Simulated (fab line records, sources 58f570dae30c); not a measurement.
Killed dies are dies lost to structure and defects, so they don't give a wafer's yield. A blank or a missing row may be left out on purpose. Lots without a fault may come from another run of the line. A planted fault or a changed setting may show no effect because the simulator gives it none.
A struck lot beside a sound one | flow berkeley_cmos170 | 31 steps out of a route of 331
Sound: wafers L826.4, L826.5, L826.6. Struck: wafers L838.3, L838.4, L838.6. The cause comes at the end.
At each step with rows: each side's tool, then ch and its chambers, then its first start. Under that, the readings that differ: sound wafers | struck wafers | difference of the means | sigmas: that difference in standard deviations of wafers without a fault.
alike: readings whose means differ by less than 2 such deviations, and words and numbers that are the same on both sides. not compared: withheld readings, readings that some wafer has no value for, bounds like >300 that may hide the same value, and numbers for which the record gives no deviation and whose values overlap.
The two part at a step that has a row with sigmas, a row that says differs or no value, or rows on one side only. Numbers that don't overlap but have no deviation are shown without sigmas and don't part them. A reading that every wafer of one side lacks parts them only if that side has two wafers or more.

UCB170_SDANNEAL_RTA_01: time 5 s.
  sound on rtp_anneal-02 ch 0, day 7 07:49; struck on rtp_anneal-01 ch 0, day 9 07:52
  reading            | sound          | struck         | difference | sigmas
  lamp_power_pct (%) | 36.7 36.6 36.6 | 32.4 32.4 32.4 | -4.2       | -2
  alike: chamber_o2_ppm, wafer_temp_C_max
UCB170_SDANNEAL_RS_MEAS_02: measures by four-point-probe.
  sound on film_metro-02, day 7 07:54; struck on film_metro-02, day 9 07:57
  alike: PSD_RS
UCB170_SDANNEAL_RS_MEAS_03: measures by four-point-probe.
  sound on film_metro-02, day 7 08:01; struck on film_metro-02, day 9 08:04
  alike: NSD_RS
UCB170_SDANNEAL_RS_MEAS_04: measures by four-point-probe.
  sound on film_metro-02, day 7 08:08; struck on film_metro-02, day 9 08:11
  alike: PLDD_RS
UCB170_SDANNEAL_RS_MEAS_05: measures by four-point-probe.
  sound on film_metro-02, day 7 08:16; struck on film_metro-02, day 9 08:19
  reading          | sound             | struck            | difference | sigmas
  NLDD_RS (ohm/sq) | 613.7 613.1 614.0 | 618.2 618.0 616.1 | +3.8       | +3
then, 2 steps without rows for these wafers: UCB170_SILICIDE_PRE_CLEAN_00 (preclean etch time 60 s); UCB170_SILICIDE_SPUTTER_01 (material Ti, target thk 30 nm, time 25 s).
UCB170_SILICIDE_RS_MEAS_02: measures by four-point-probe.
  sound on film_metro-04, day 7 08:29; struck on film_metro-04, day 9 08:34
  alike: SILICIDE_TI_RS
UCB170_SILICIDE_THK_MEAS_03: measures by xrf.
  sound on film_metro-04, day 7 08:34; struck on film_metro-04, day 9 08:40
  alike: SILICIDE_TI_THK
UCB170_SILICIDE_RTA_04: time 15 s.
  sound on rtp_anneal-01 ch 0, day 7 08:38; struck on rtp_anneal-02 ch 0, day 9 08:43
  reading            | sound             | struck            | difference | sigmas
  lamp_power_pct (%) | 9.0 9.0 9.0       | 10.2 10.2 10.2    | +1.2       | +2
  wafer_temp_C_max   | 653.3 652.0 652.1 | 653.8 655.4 655.0 | +2.3       | +2
  alike: chamber_o2_ppm
then, 2 steps without rows for these wafers: UCB170_SILICIDE_WET_ETCH_05 (etches Ti in SPM, time 45 s); UCB170_CONTACT_CLEAN_00 (cleans in SPM, time 600 s).
UCB170_CONTACT_CVD_01: deposits PSG from SiH4/O2/PH3, target thk 700 nm, time 2820 s.
  sound on lpcvd-02 ch 1, day 7 10:04; struck on lpcvd-01 ch 0, day 9 14:07
UCB170_CONTACT_THK_MEAS_02:
  sound on film_metro-02, day 7 11:53; struck on film_metro-04, day 9 15:55
  reading              | sound       | struck         | difference | sigmas
  CONTACT_PSG_THK (nm) | 707 700 703 | 1392 1399 1400 | +694       | +99 or more
then, 3 steps without rows for these wafers: UCB170_CONTACT_HMDS_03 (prime time 60 s); UCB170_CONTACT_COAT_04 (resist thk 900 nm); UCB170_CONTACT_SOFTBAKE_05 (time 60 s).
UCB170_CONTACT_STRIP_06: strips in O2.
  sound on plasma_asher-01 ch 0,1, day 7 12:24; struck on plasma_asher-03 ch 0,1, day 9 16:31
  alike: drypump_motor_current_A, oes_product_au, strip_time_to_endpoint_s
  not compared: rf_hours_counter_h
then, 8 steps without rows for these wafers: UCB170_CONTACT_CLEAN_07 (cleans in SPM, time 600 s); UCB170_CONTACT_RTA_08 (time 10 s); UCB170_CONTACT_COAT_09; UCB170_CONTACT_COAT_10 (resist thk 900 nm); UCB170_CONTACT_SOFTBAKE_11 (time 60 s); UCB170_CONTACT_EXPOSE_12 (exposes mask CONT, target cd 700 nm); UCB170_CONTACT_PEB_13; UCB170_CONTACT_DEVELOP_14 (develop time 45 s).
UCB170_CONTACT_CD_MEAS_15: target cd 700 nm.
  sound on cd_sem-02, day 7 14:31; struck on cd_sem-01, day 9 19:31
  alike: cd_nm
UCB170_CONTACT_OVL_MEAS_16:
  sound on overlay-02, day 7 14:35; struck on overlay-02, day 9 19:37
  alike: CONTACT_OVL
UCB170_CONTACT_ETCH_17: etches BARC in N2/H2.
  sound on rie_diel-01 ch 0,1, day 7 14:37; struck on rie_diel-03 ch 0,2, day 9 19:38
  alike: drypump_motor_current_A, oes_product_au, throttle_valve_pct
UCB170_CONTACT_ETCH_18: etches PSG in CHF3/CF4/Ar, stops on TiSi2, target depth 840 nm, time 195 s.
  sound on rie_diel-01 ch 0,1; struck on rie_diel-03 ch 0,2
  reading                             | sound             | struck            | difference | sigmas
  oes_product_au (a.u.)               | 0.901 0.875 0.901 | 0.983 1.008 0.980 | +0.098     | +7
  model.CONTACT.feature_depth_nm (nm) | 706.6 700.5 703   | 842 837.7 838     | +136       |
  model.etch.depth_nm (nm)            | 706.6 700.5 703   | 842 837.7 838     | +136       |
  alike: drypump_motor_current_A, throttle_valve_pct
  not compared: rf_hours_counter_h
UCB170_CONTACT_STRIP_19: strips in O2.
  sound on plasma_asher-03 ch 0,1, day 7 14:49; struck on plasma_asher-01 ch 0,1, day 9 19:50
  alike: drypump_motor_current_A, oes_product_au
  not compared: rf_hours_counter_h

WHERE THEY PART
First at UCB170_SDANNEAL_RTA_01; last, within this record, at UCB170_CONTACT_ETCH_18. Later steps at which nothing parts them and some readings are alike: UCB170_CONTACT_STRIP_19.

WHY: what the simulator had put in
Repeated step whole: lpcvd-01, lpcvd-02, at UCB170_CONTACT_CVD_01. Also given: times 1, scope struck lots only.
